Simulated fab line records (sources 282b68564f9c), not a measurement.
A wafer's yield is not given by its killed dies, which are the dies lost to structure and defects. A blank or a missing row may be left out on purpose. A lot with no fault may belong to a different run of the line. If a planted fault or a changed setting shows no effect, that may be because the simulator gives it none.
Code-filled problem report in 8D (eight disciplines) form :: flow rit cmos :: the parts of the form that need people (team, actions taken, sign-off) are left out

== 1. WHAT WENT WRONG ==
PRETRO_TW at RIT_PRETRO_TW_MEAS_10 reads a mean of 508 on 6 wafers of 2 lots; wafers without a fault read 477 with a standard deviation of 3.9. Relative to the usual mean, that is a shift of +8.0 standard deviations.
First observed at day 5 06:31: wafer L468.2, on film metro-01. The record has a number at this step for 42 wafers belonging to 14 lots. The rule behind "out" and "out of limits": a value lying over 4 standard deviations away from the usual mean. Any other wafer with a number is counted as sound.

== 2. WHAT IT IS, WHAT IT ISN'T ==
question: which readings at this step
is: PRETRO_TW
is not: -

question: which lots
is: L468, L469
is not: L454, L456, L458, L459, L460, L461, L462, L463, L464, L466, L467, L470

question: which wafers of those lots
is: all that have a number
is not: -

question: read on which gauges
is: film metro-01, film metro-03
is not: film metro-02

question: when
is: from day 5 06:31
is not: up to then (33 sound wafers); but 3 sound wafers of L470 came after

== 3. WHAT RULES OUT EACH SUSPECT ==
Counting: a tool at any process step up to the reading remains a suspect when it ran all the lots that are out and ran no sound lot after the first of those.
- the gauge at RIT_PRETRO_TW_MEAS_10 has been ruled out. 2 gauges (film metro-01, film metro-03) read the wafers that are out.
- implanter-01 at RIT_PRETRO_IMPLANT_08: kept. It processed each lot that is out, first L468 at day 5 06:12, and no sound lot thereafter; up to then, the last sound lot it processed was L467 at day 5 00:28. Its own readings are out on those wafers: beam on s, end station pressure torr, faraday current uA.
The count leaves implanter-01 at RIT_PRETRO_IMPLANT_08.

== 4. THE CAUSE (what the simulator had put in) ==
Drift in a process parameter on implanter-01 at RIT_PRETRO_IMPLANT_08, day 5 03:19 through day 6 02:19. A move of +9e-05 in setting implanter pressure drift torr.
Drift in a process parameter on implanter-01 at RIT_PRETRO_IMPLANT_08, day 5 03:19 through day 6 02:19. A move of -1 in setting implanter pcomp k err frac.
After counting, this tool was the only one left.

== 5. THE EFFECT CHAIN, in route order ==
Each row: a reading whose mean over the struck wafers that have a number lies more than 3 standard deviations from the usual. Only readings whose record carries a usual standard deviation are examined. hours: median over the lots of the time between each lot's start at the first step of this table that gives one and its start at this step. sigmas: the change, counted in usual standard deviations.
hours: 0
step: RIT_PRETRO_IMPLANT_08
reading: beam on s
usual: 9.99 s
on struck wafers: 12.13
change: +2.14
sigmas: +11

hours: 0
step: RIT_PRETRO_IMPLANT_08
reading: end station pressure torr
usual: 5.02e-06 Torr
on struck wafers: 9.59e-05
change: +9.09e-05
sigmas: +99 or more

hours: 0
step: RIT_PRETRO_IMPLANT_08
reading: faraday current uA
usual: 38.1
on struck wafers: 31.7
change: -6.4
sigmas: -8.7

hours: 0
step: RIT_PRETRO_TW_MEAS_10
reading: PRETRO_TW
usual: 477
on struck wafers: 508
change: +31
sigmas: +8.0
The process steps in it:
- RIT_PRETRO_IMPLANT_08

== 6. HOW IT WOULD HAVE BEEN CAUGHT EARLIER ==
In this record the first reading out of limits at a measuring or inspecting step was taken at day 5 06:31, 3 hours after the fault began at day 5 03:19.
Tool's own readings at RIT_PRETRO_IMPLANT_08, beam on s, end station pressure torr, faraday current uA: out on all struck wafers the step has rows for; an alarm limit on them would have tripped on the first.
Among the 2 lots that are out, L469 began RIT_PRETRO_IMPLANT_08 on implanter-01 after day 5 06:31. Holding the tool at that time would have saved it.
